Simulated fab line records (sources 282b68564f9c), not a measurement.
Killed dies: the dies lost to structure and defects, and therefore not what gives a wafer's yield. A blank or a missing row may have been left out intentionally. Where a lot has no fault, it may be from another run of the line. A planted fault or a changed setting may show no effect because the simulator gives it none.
fab line records	flow ritCmos	part 2 of 2: steps 31 to 43 of 43
record lots=5	wafers=15	lastDay=6
route steps=202 shown ACTIVE@3 FOX1@20 FOX2@23 NWELL@28 PWELL@39
lots with no fault: from the same line, run without faults
startH: hours from the record's first day to the start of the lot's first wafer shown	waitH: hours from the lot's prior step to this one	" as in the row above	L1.1+2: one row covering several wafers at once	- no value present, or no start provided	* or withheld: withheld	< > ~ a bound
route shown NAME@n: a module of which the file shows steps, and the number in the route of the first	usual: mean/standard deviation taken from wafers without a fault	same: alike in all rows	chamber/n: place in a boat	sites: the reading at each site	_std_site: the standard deviation of these	_edge_site: mean of outer sites minus mean of inner sites	radiusMm: how far each site lies from the wafer's centre	mask NAME#n: copy n	behind: the most recent tool/chamber to have shaped the wafer	hold: reason for holding the lot/hours on hold/outcome of the hold	device: the n, p or np transistor that did not switch	end of line: the same wafers' tests at the end of the route	a step given without rows: its recipe and nothing more	killed: dies that structure and defects cost at the first sort, which is not the same as the wafer's yield	map: per-die view of a wafer (x killed, . not killed, _ where there is no die)
set.NAME: the run value of the setting; set.NAME@STEP: its run value at that earlier step	model.NAME: the simulator's own value behind a step, which no gauge read
lots at some steps of the route; a table a step, a row a wafer
services: the hour from which a tool's chamber was out of use, counted from the record's first day as startH (under 0 if before that day), plus the number of hours and why
## steps
# step RIT_NWELL_DEVELOP_05
# recipe resist=NOVOLAK	developTimeS=68	devTempC=21.88
lot.wafer	tool	chamber	startH	waitH
L079.2+5+6	lithoTrack-01	0	-	-
L081.2+5+6	lithoTrack-03	0	-	-
L085.2+3+6	lithoTrack-04	0	-	-
L087.1+3+6	lithoTrack-04	0	-	-
L093.3+4+5	lithoTrack-01	0	-	-
# step RIT_NWELL_OVL_MEAS_06
# usual NWELL_OVL=-0.3/1.4
lot.wafer	tool	chamber	startH	waitH	NWELL_OVL[nm]
L079.2	overlay-01	-	46.72	-	0.4
L079.5	"	-	"	"	-0.7
L079.6	"	-	"	"	-0.2
L081.2	overlay-01	-	56.42	-	1.1
L081.5	"	-	"	"	-0.4
L081.6	"	-	"	"	2.4
L085.2	overlay-01	-	75.26	-	0.5
L085.3	"	-	"	"	-0.4
L085.6	"	-	"	"	-0.5
L087.1	overlay-02	-	85.33	-	-1.3
L087.3	"	-	"	"	-0.9
L087.6	"	-	"	"	-0.8
L093.3	overlay-02	-	115.58	-	-0.9
L093.4	"	-	"	"	-0.8
L093.5	"	-	"	"	-0.9
# step RIT_NWELL_HARDBAKE_07
# recipe resist=NOVOLAK	tempC=140	timeS=120
# usual plateTempC=140.00/0.15
lot.wafer	tool	chamber	startH	waitH	plateTempC
L079.2	lithoTrack-04	0	46.79	0.1	140.05
L079.5	"	0	"	"	140.01
L079.6	"	0	"	"	139.76
L081.2	lithoTrack-04	0	56.49	0.1	140.16
L081.5	"	0	"	"	140.13
L081.6	"	0	"	"	140.16
L085.2	lithoTrack-01	0	75.33	0.1	140.11
L085.3	"	0	"	"	139.83
L085.6	"	0	"	"	140.17
L087.1	lithoTrack-03	0	85.37	0.0	140.02
L087.3	"	0	"	"	140.24
L087.6	"	0	"	"	140.22
L093.3	lithoTrack-01	0	115.69	0.1	139.94
L093.4	"	0	"	"	140.18
L093.5	"	0	"	"	140.13
# step RIT_NWELL_IMPLANT_08
# recipe species=P	energyKev=170	doseCm2=5.116e+13	tiltDeg=7
lot.wafer	tool	chamber	startH	waitH
L079.2+5+6	implanter-01	0	47.03	0.2
L081.2+5+6	implanter-01	0	56.72	0.2
L085.2+3+6	implanter-03	0	75.56	0.2
L087.1+3+6	implanter-01	0	85.62	0.2
L093.3+4+5	implanter-04	0	115.90	0.2
# step RIT_NWELL_STRIP_09
# recipe chemistry=O2	timeS=180	resist=NOVOLAK	platenTempC=withheld	powerW=500	pressureMtorr=4000	o2FlowSccm=4000
# usual drypumpMotorCurrentA=5.5/0.33	o2FlowSccm=4000/11
lot.wafer	tool	chamber	startH	waitH	drypumpMotorCurrentA	o2FlowSccm	rfHoursCounterH
L079.2	plasmaAsher-04	0	47.15	0.1	5.4	4011	45
L079.5	"	1	"	"	5.0	3987	-
L079.6	"	0	"	"	5.4	3995	-
L081.2	plasmaAsher-01	0	56.85	0.1	6.1	3987	28
L081.5	"	0	"	"	6.1	3985	-
L081.6	"	1	"	"	5.8	3997	-
L085.2	plasmaAsher-04	0	75.69	0.1	5.4	4022	48
L085.3	"	1	"	"	5.0	3992	-
L085.6	"	0	"	"	5.4	4005	-
L087.1	plasmaAsher-04	0	85.77	0.1	5.4	4006	49
L087.3	"	1	"	"	5.0	4015	-
L087.6	"	1	"	"	5.0	4003	-
L093.3	plasmaAsher-04	0	116.06	0.1	5.5	3998	-
L093.4	"	1	"	"	5.1	3993	-
L093.5	"	1	"	"	5.1	3999	-
# step RIT_NWELL_TW_MEAS_10
# usual NWELL_TW=2147/12
lot.wafer	tool	chamber	startH	waitH	NWELL_TW
L079.2	filmMetro-01	-	47.34	0.1	2155
L079.5	"	-	"	"	2166
L079.6	"	-	"	"	2159
L081.2	filmMetro-02	-	57.03	0.1	2142
L081.5	"	-	"	"	2149
L081.6	"	-	"	"	2146
L085.2	filmMetro-02	-	75.87	0.1	2150
L085.3	"	-	"	"	2143
L085.6	"	-	"	"	2149
L087.1	filmMetro-03	-	85.94	0.1	2156
L087.3	"	-	"	"	2155
L087.6	"	-	"	"	2160
L093.3	filmMetro-02	-	116.20	0.1	2140
L093.4	"	-	"	"	2129
L093.5	"	-	"	"	2139
# step RIT_PWELL_HMDS_00
# recipe primeTimeS=60	primeTempC=140
lot.wafer	tool	chamber	startH	waitH
L079.2+5+6	lithoTrack-02	0	47.41	0.1
L081.2+5+6	lithoTrack-03	0	57.11	0.1
L085.2+3+6	lithoTrack-04	0	75.95	0.1
L087.1+3+6	lithoTrack-02	0	86.00	0.1
L093.3+4+5	lithoTrack-04	0	116.29	0.1
# step RIT_PWELL_COAT_01
# recipe resist=NOVOLAK	spinRpm=2000	resistThkNm=1300
lot.wafer	tool	chamber	startH	waitH
L079.2+5+6	lithoTrack-02	0	47.56	0.1
L081.2+5+6	lithoTrack-03	0	57.26	0.1
L085.2+3+6	lithoTrack-04	0	76.10	0.1
L087.1+3+6	lithoTrack-02	0	86.15	0.1
L093.3+4+5	lithoTrack-04	0	116.44	0.1
# step RIT_PWELL_SOFTBAKE_02
# recipe resist=NOVOLAK	tempC=90	timeS=60
# usual plateTempC=90.01/0.1
lot.wafer	tool	chamber	startH	waitH	plateTempC
L079.2	lithoTrack-02	0	47.71	0.1	90.00
L079.5	"	0	"	"	90.05
L079.6	"	0	"	"	89.93
L081.2	lithoTrack-03	0	57.41	0.1	90.00
L081.5	"	0	"	"	89.95
L081.6	"	0	"	"	89.94
L085.2	lithoTrack-04	0	76.25	0.1	90.05
L085.3	"	0	"	"	90.18
L085.6	"	0	"	"	90.06
L087.1	lithoTrack-02	0	86.30	0.1	90.19
L087.3	"	0	"	"	90.03
L087.6	"	0	"	"	90.06
L093.3	lithoTrack-04	0	116.59	0.1	89.87
L093.4	"	0	"	"	89.85
L093.5	"	0	"	"	89.82
# step RIT_PWELL_EXPOSE_03
# recipe maskId=M3	na=0.57	targetCdNm=43700	doseMj=250
# usual exposureDoseMJCm2=249.95/0.25	focusOffsetNm=0.0/0.54	reticleTempC=22.99/0.095
# same na=0.57
lot.wafer	tool	chamber	startH	waitH	mask	exposureDoseMJCm2	focusOffsetNm	reticleTempC
L079.2	ilineStepper-02	0	47.98	0.2	M3#0	250.20	0.7	22.90
L079.5	"	0	"	"	M3#0	250.07	0.1	22.95
L079.6	"	0	"	"	M3#0	250.60	-0.7	23.01
L081.2	ilineStepper-02	0	57.68	0.2	M3#0	250.08	0.0	22.84
L081.5	"	0	"	"	M3#0	250.08	-0.1	22.91
L081.6	"	0	"	"	M3#0	249.80	0.0	23.10
L085.2	ilineStepper-01	0	76.52	0.2	M3#0	250.29	0.4	22.99
L085.3	"	0	"	"	M3#0	250.34	0.6	23.09
L085.6	"	0	"	"	M3#0	250.03	-0.2	22.95
L087.1	ilineStepper-01	0	86.45	0.1	M3#0	250.01	-0.3	23.19
L087.3	"	0	"	"	M3#0	249.97	0.3	23.13
L087.6	"	0	"	"	M3#0	250.12	0.9	23.04
L093.3	ilineStepper-01	0	116.73	0.1	M3#0	249.39	-0.2	23.07
L093.4	"	0	"	"	M3#0	249.95	-0.3	22.93
L093.5	"	0	"	"	M3#0	249.63	0.0	23.06
# step RIT_PWELL_PEB_04
# recipe resist=NOVOLAK	tempC=withheld	timeS=withheld
lot.wafer	tool	chamber	startH	waitH
L079.2+5+6	lithoTrack-04	0	48.10	0.1
L081.2+5+6	lithoTrack-02	0	57.85	0.2
L085.2+3+6	lithoTrack-04	0	76.73	0.2
L087.1+3+6	lithoTrack-02	0	86.57	0.1
L093.3+4+5	lithoTrack-04	0	116.86	0.1
# step RIT_PWELL_DEVELOP_05
# recipe resist=NOVOLAK	developTimeS=68	devTempC=23
lot.wafer	tool	chamber	startH	waitH
L079.2+5+6	lithoTrack-04	0	-	-
L081.2+5+6	lithoTrack-02	0	-	-
L085.2+3+6	lithoTrack-04	0	-	-
L087.1+3+6	lithoTrack-02	0	-	-
L093.3+4+5	lithoTrack-04	0	-	-
# step RIT_PWELL_OVL_MEAS_06
# usual PWELL_OVL=1.6/1.6
lot.wafer	tool	chamber	startH	waitH	PWELL_OVL[nm]
L079.2	overlay-01	-	48.40	-	1.5
L079.5	"	-	"	"	0.2
L079.6	"	-	"	"	2.7
L081.2	overlay-02	-	58.14	-	2.3
L081.5	"	-	"	"	3.1
L081.6	"	-	"	"	1.5
L085.2	overlay-01	-	77.03	-	-0.5
L085.3	"	-	"	"	0.6
L085.6	"	-	"	"	-0.5
L087.1	overlay-02	-	86.88	-	0.0
L087.3	"	-	"	"	0.4
L087.6	"	-	"	"	-1.6
L093.3	overlay-01	-	117.13	-	2.3
L093.4	"	-	"	"	1.6
L093.5	"	-	"	"	2.1
## services
tool	chamber	startH	hours	kind
furnace-04	-	14.07	4.7	pm
lpcvd-02	-	24.72	1.1	repair
plasmaAsher-03	-	25.21	1.6	repair
plasmaAsher-03	-	25.40	3.0	repair
rieDiel-02	1	32.02	2.8	repair
implanter-01	-	44.91	1.5	repair
rieDiel-02	1	58.30	5.1	repair
plasmaAsher-03	-	60.21	2.8	pm
implanter-04	-	60.82	4.7	repair
ilineStepper-01	-	73.18	1.7	pm
implanter-01	-	78.50	6.1	repair
plasmaAsher-03	-	81.50	28.1	pm
implanter-03	-	82.41	4.7	pm
rieDiel-02	1	90.58	3.9	repair
implanter-01	-	97.13	8.4	repair
ilineStepper-02	-	98.88	1.7	pm
rieDiel-02	2	104.33	14.5	repair
rieDiel-04	-	116.13	2.8	pm
